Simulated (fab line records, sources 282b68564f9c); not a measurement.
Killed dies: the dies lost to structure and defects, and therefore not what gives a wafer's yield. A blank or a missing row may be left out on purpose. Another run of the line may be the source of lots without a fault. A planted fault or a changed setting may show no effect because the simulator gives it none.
Split-lot study ; flow rit_cmos ; route with 202 steps; 5 lots, 23 wafers read

== ABOUT THE SPLIT ==
At RIT_NSD_COAT_01 (resist thk 1000 nm), the setting resist_thk_nm was moved away from the recipe's 1000 nm on 4 of the 23 wafers read, by -3.2% to +3.7%. The other wafers ran this setting at the recipe's value.

== FROM THE SPLIT TO THE READING: what the file shows between them, 3 steps ==
- RIT_NSD_SOFTBAKE_02: time 60 s
- RIT_NSD_EXPOSE_03: exposes mask M9, target cd 40700 nm
- RIT_NSD_DEVELOP_05: develop time 50 s

== THE READING ==
NOVOLAK_of_NSD_COAT_01.thk_nm (the simulator's own value, which no gauge read), in nm, at RIT_NSD_HARDBAKE_07 (time 60 s). There is no usual value for it anywhere in the file. Here, 19 wafers ran the recipe; their average is 885.1 nm with a standard deviation of 2.1 nm.

wafer;tool, chamber at the split;resist_thk_nm as run, nm;against the recipe;NOVOLAK_of_NSD_COAT_01.thk_nm, nm;against lot-mates on the recipe
L074.1;litho_track-04, 0;1000;recipe;889.9;-
L074.2;litho_track-04, 0;1000;recipe;888.2;-
L074.3;litho_track-04, 0;1000;recipe;885.9;-
L074.4;litho_track-04, 0;1000;recipe;885;-
L074.5;litho_track-04, 0;1000;recipe;886.3;-
L079.2;litho_track-02, 0;1000;recipe;882.9;-
L079.4;litho_track-02, 0;1000;recipe;882.9;-
L079.3;litho_track-02, 0;1000;recipe;881.1;-
L079.5;litho_track-02, 0;1000;recipe;882.2;-
L079.6;litho_track-02, 0;1000;recipe;882.4;-
L080.1;litho_track-04, 0;1037;+3.7%;917.1;+32.0
L080.2;litho_track-04, 0;1000;recipe;885;-
L080.3;litho_track-04, 0;1000;recipe;884.6;-
L080.4;litho_track-04, 0;1037;+3.7%;919.9;+34.8
L080.5;litho_track-04, 0;1000;recipe;885.7;-
L081.1;litho_track-03, 0;1000;recipe;887.9;-
L081.2;litho_track-03, 0;1000;recipe;885.8;-
L081.3;litho_track-03, 0;967.8;-3.2%;856.3;-29.8
L081.5;litho_track-03, 0;967.8;-3.2%;859.7;-26.4
L081.6;litho_track-03, 0;1000;recipe;884.6;-
L082.3;litho_track-03, 0;1000;recipe;886;-
L082.4;litho_track-03, 0;1000;recipe;885.7;-
L082.6;litho_track-03, 0;1000;recipe;885.6;-

THE FIT
A straight line over all 23 wafers: NOVOLAK_of_NSD_COAT_01.thk_nm changes by +8.76 nm for each +1% of resist_thk_nm; r = +0.99; the points scatter about the line by 2.2 nm.
The same after taking each lot's own level away (the mean of its wafers on the recipe; 23 wafers): +8.9 nm for each +1%; r = +1.00; scatter 1.3 nm.
That fit puts the effect of the largest move of resist_thk_nm on the reading at 33 nm.
The span of the lots' own levels, 882.30 to 887.06 nm, comes to 2.2 times the standard deviation stated above.
Hence the lot-to-lot level has little effect on the slope; both slopes agree.
Check: +33.5 nm against its lot-mates is what the line predicts for one of the wafers moved furthest among these (+3.7%) when that wafer is left out of the fit. It came out at +32 nm against them.

== ADDITIONAL SPLITS CARRIED BY THESE WAFERS ==
Other splits were also applied to these wafers ahead of the reading. Each is held against what the fit with the lots' levels taken away leaves over:
other split on the same wafers;wafers away from the commonest value;r with NOVOLAK_of_NSD_COAT_01.thk_nm (lot level and that fit taken away)
RIT_ACTIVE_COAT_06 spin_rpm;8;+0.10
RIT_ACTIVE_EXPOSE_08 dose_mj;7;+0.27
RIT_NRETRO_COAT_01 resist_thk_nm;7;+0.09
RIT_NRETRO_DEVELOP_05 develop_time_s;8;+0.10
RIT_PRETRO_COAT_01 spin_rpm;7;+0.13
RIT_GATE_CVD_08 time_s;18;-0.03
RIT_GATE_DEVELOP_15 dev_temp_c;11;+0.09
RIT_NLDD_SOFTBAKE_02 temp_c;10;+0.01
RIT_NLDD_DEVELOP_05 develop_time_s;11;-0.17
RIT_PLDD_IMPLANT_08 energy_kev;6;+0.00

== THE WHOLE CHAIN: every reading that the file lists as answering this split, in the file's order ==
step;what it does;reading;change (the file's fit);r (the file's)
RIT_NSD_COAT_01;resist thk 1000 nm;NOVOLAK_of_NSD_COAT_01.thk_nm (the simulator's own value, which no gauge read);+10.2 nm for each +1% of the setting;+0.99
RIT_NSD_HARDBAKE_07;time 60 s;NOVOLAK_of_NSD_COAT_01.thk_nm (the simulator's own value, which no gauge read);+8.9 nm for each +1% of the setting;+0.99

== THE FILE'S OWN FIT ==
NOVOLAK_of_NSD_COAT_01.thk_nm changes by +8.9 nm for each +1% of resist_thk_nm, r = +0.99.
